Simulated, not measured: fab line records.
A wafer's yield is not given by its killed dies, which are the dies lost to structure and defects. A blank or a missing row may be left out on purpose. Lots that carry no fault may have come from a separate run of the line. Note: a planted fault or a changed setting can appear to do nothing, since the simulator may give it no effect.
Split-lot study	flow berkeleyCmos170	23 wafers read across 5 lots, on a route 331 steps long

== SPLIT DETAILS ==
At UCB170_PWELL_CVD_05 (deposits Si3N4 from SiH2Cl2/NH3, target thk 220 nm, time 3300 s), the setting pressureMtorr was moved away from the recipe's 200 mTorr on 15 of the 23 wafers read, by -4.7% to +6.9%. All remaining wafers had this setting at the recipe value.

The reading is taken at the split's own step.

== THE READING ==
Si3N4_of_PWELL_CVD_05.thkNm (the simulator's own value, which no gauge read), in nm, at UCB170_PWELL_CVD_05 (deposits Si3N4 from SiH2Cl2/NH3, target thk 220 nm, time 3300 s). There is no usual value for it anywhere in the file. The 8 wafers here that ran the recipe average 219.2 nm, standard deviation 1.2 nm.

wafer	tool, chamber at the split	pressureMtorr as run, mTorr	against the recipe	Si3N4_of_PWELL_CVD_05.thkNm, nm	against lot-mates on the recipe
L074.1	-, -	213.8	+6.9%	225.2	no lot-mate on the recipe
L074.2	-, -	213.8	+6.9%	223.9	no lot-mate on the recipe
L074.3	-, -	213.8	+6.9%	225.3	no lot-mate on the recipe
L074.4	-, -	213.8	+6.9%	225.9	no lot-mate on the recipe
L074.6	-, -	213.8	+6.9%	224.4	no lot-mate on the recipe
L076.2	lpcvd-02, 1	200	recipe	218.7	-
L076.3	lpcvd-02, 1	200	recipe	217.5	-
L076.5	lpcvd-02, 1	200	recipe	218.5	-
L078.1	-, -	200	recipe	218.9	-
L078.3	-, -	200	recipe	220.5	-
L078.4	-, -	200	recipe	221.2	-
L078.5	-, -	200	recipe	218	-
L078.6	-, -	200	recipe	220.3	-
L079.1	-, -	190.6	-4.7%	214.1	no lot-mate on the recipe
L079.2	-, -	190.6	-4.7%	214.6	no lot-mate on the recipe
L079.3	-, -	190.6	-4.7%	217.1	no lot-mate on the recipe
L079.5	-, -	190.6	-4.7%	216.6	no lot-mate on the recipe
L079.6	-, -	190.6	-4.7%	216.5	no lot-mate on the recipe
L080.1	-, -	208.3	+4.2%	221.7	no lot-mate on the recipe
L080.3	-, -	208.3	+4.2%	221.4	no lot-mate on the recipe
L080.4	-, -	208.3	+4.2%	222.7	no lot-mate on the recipe
L080.5	-, -	208.3	+4.2%	221.6	no lot-mate on the recipe
L080.6	-, -	208.3	+4.2%	221.2	no lot-mate on the recipe

FIT RESULTS
A straight line over all 23 wafers: Si3N4_of_PWELL_CVD_05.thkNm changes by +0.761 nm for each +1% of pressureMtorr; r = +0.95; the points scatter about the line by 1.1 nm.
Too few moved wafers with a lot-mate on the recipe to fit a line net of each lot's own level.

== THE FILE'S OWN FIT ==
Si3N4_of_PWELL_CVD_05.thkNm changes by +0.76 nm for each +1% of pressureMtorr, r = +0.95.
